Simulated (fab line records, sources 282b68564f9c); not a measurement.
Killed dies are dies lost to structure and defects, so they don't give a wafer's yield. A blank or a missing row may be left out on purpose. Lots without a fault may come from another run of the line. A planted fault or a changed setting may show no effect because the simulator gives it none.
Problem report in the 8D (eight disciplines) form, filled by code | flow rit_cmos | the parts of the form that need people (team, actions taken, sign-off) are left out

1. THE PROBLEM
heater_power_total_W at RIT_NWELL_SOFTBAKE_02 reads a mean of 34.89 W on 6 wafers of 2 lots; wafers without a fault read 34.56 W with a standard deviation of 0.049. That is +6.7 standard deviations from the usual mean.
The step: time 60 s.
First seen on wafer L672.1, day 5 10:16, on litho_track-03. The record holds 42 wafers of 14 lots with a number at this step. Rule for "out", or "out of limits": more than 4 standard deviations from the usual mean. The other wafers with a number count as sound.

2. WHAT IT IS AND WHAT IT IS NOT
question                    | is                     | is not
which readings at this step | heater_power_total_W   | -
which lots                  | L672, L673             | L655, L656, L657, L659, L660, L661, L662, L665, L666, L669, L671, L678
which wafers of those lots  | all that have a number | -
read on which tools         | litho_track-03         | litho_track-01, litho_track-04
when                        | from day 5 10:16       | up to then (33 sound wafers); but 3 sound wafers of L678 came after

3. SUSPECTS, AND WHAT RULES EACH OUT
Counting: a tool at a process step up to the reading stays a suspect if it ran every lot that is out and no sound lot after the first of them.
- litho_track-03 at RIT_NWELL_SOFTBAKE_02 (time 60 s): kept. It ran every lot that is out, first L672 (day 5 10:16), and no sound lot after that; its last sound lot up to then is L671 (day 5 06:56). Its own readings are out on those wafers: heater_power_total_W.
Left after counting: litho_track-03 at RIT_NWELL_SOFTBAKE_02.

4. THE CAUSE (what the simulator had put in)
Process parameter drift: litho_track-03, from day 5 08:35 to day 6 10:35, at RIT_NWELL_SOFTBAKE_02. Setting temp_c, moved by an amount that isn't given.
Counting left only this tool.

5. THE CHAIN OF EFFECTS, in route order
Each row: a reading whose mean over the struck wafers that have a number lies more than 3 standard deviations from the usual. Only readings for which the record gives a usual standard deviation are gone through. hours: the time from each lot's start at the first step in this table that gives one to its start at this step, as a median over the lots. sigmas: the change in usual standard deviations.
hours | step                  | reading              | usual   | on struck wafers | change | sigmas
0     | RIT_NWELL_SOFTBAKE_02 | heater_power_total_W | 34.56 W | 34.89            | +0.33  | +6.7
0     | RIT_NWELL_SOFTBAKE_02 | plate_temp_C         | 90.01 C | 90.62            | +0.61  | +4.7
The process steps in it:
- RIT_NWELL_SOFTBAKE_02: time 60 s.
Later measuring or inspecting steps at which every struck wafer that the step has a row for has a number for every such reading, and none has moved that far: RIT_NWELL_OVL_MEAS_06.

6. WHAT WOULD HAVE CAUGHT IT SOONER
In this record the first reading out of limits was taken at day 5 10:16, 2 hours after the fault began at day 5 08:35.
